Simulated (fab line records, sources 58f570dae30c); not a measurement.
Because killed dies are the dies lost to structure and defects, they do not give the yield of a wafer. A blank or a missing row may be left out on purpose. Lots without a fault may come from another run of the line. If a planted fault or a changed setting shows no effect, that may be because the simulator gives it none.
8D (eight disciplines) problem report, filled in by code :: flow berkeley_cmos170 :: the parts of the form that need people (team, actions taken, sign-off) are left out

== 1. WHAT IS WRONG ==
Wafers with no fault read 120.0 W with a standard deviation of 0.34, whereas bias_w at UCB170_M1_METAL_ETCH_12 reads a mean of 162.5 W on 1 wafer of 1 lot. That is +99 or more standard deviations from the usual mean.
The step: etches Al in Cl2/BCl3, stops on PSG, target depth 780 nm, time 124.5 s.
First seen on wafer L774.1, day 12 18:11, on rie_metal-01. The record has a number at this step for 39 wafers belonging to 13 lots. By rule, "out" or "out of limits" means more than 4 standard deviations away from the usual mean. The rest of the wafers with a number are treated as sound.

== 2. WHAT IT IS, WHAT IT ISN'T ==
question: which readings at this step
is: bias_w
is not: bcl3_flow_sccm, drypump_motor_current_A, oes_product_au, throttle_valve_pct

question: which lots
is: L774
is not: L753, L754, L755, L756, L757, L758, L759, L760, L761, L762, L763, L776

question: which wafers of those lots
is: L774.1
is not: L774.4, L774.5

question: read on which tools
is: rie_metal-01
is not: rie_metal-02, rie_metal-04

question: when
is: from day 12 18:11
is not: up to then (35 sound wafers); but 3 sound wafers of L776 came after

== 3. THE SUSPECTS, EACH WITH WHAT RULES IT OUT ==
Counting: if a tool at a process step up to the reading ran every lot that is out, it stays a suspect. Sound lots after the first of them don't rule it out here, since some wafers of a struck lot are sound.
- rie_metal-01 at UCB170_M1_METAL_ETCH_12 (etches Al in Cl2/BCl3, stops on PSG, target depth 780 nm, time 124.5 s): kept. It processed L774, the lot that is out, at day 12 18:11, and its most recent sound lot before then was L760 at day 9 17:55. Out on those wafers are its own readings of bias_w.
- Within rie_metal-01 at UCB170_M1_METAL_ETCH_12: the wafers that are out ran in chamber 0; their sound lot-mates ran in chamber 1.
The count leaves rie_metal-01 at UCB170_M1_METAL_ETCH_12.

== 4. THE CAUSE (what the simulator had put in) ==
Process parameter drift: rie_metal-01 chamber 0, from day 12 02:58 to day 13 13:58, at UCB170_M1_METAL_ETCH_12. Setting bias_w shifted by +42 from 120. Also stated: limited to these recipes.
The count eliminated every tool but this one.

== 5. THE EFFECT CHAIN, in route order ==
One row per reading whose mean, taken over the struck wafers that have a number, lies over 3 standard deviations from the usual. Scope: only readings with a usual standard deviation given in the record; hours: median across lots of the time from each lot's start at the first step in this table that gives one to its start at this step; sigmas: change in usual standard deviations.
hours: 0
step: UCB170_M1_METAL_ETCH_12
reading: bias_w
usual: 120.0 W
on struck wafers: 162.5
change: +42.5
sigmas: +99 or more
Here are the process steps it includes:
- UCB170_M1_METAL_ETCH_12: etches Al in Cl2/BCl3, stops on PSG, target depth 780 nm, time 124.5 s.

== 6. WHAT WOULD HAVE CAUGHT IT SOONER ==
In this record no reading fell out of limits until day 12 18:11, 15 hours after the fault had begun at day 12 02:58.
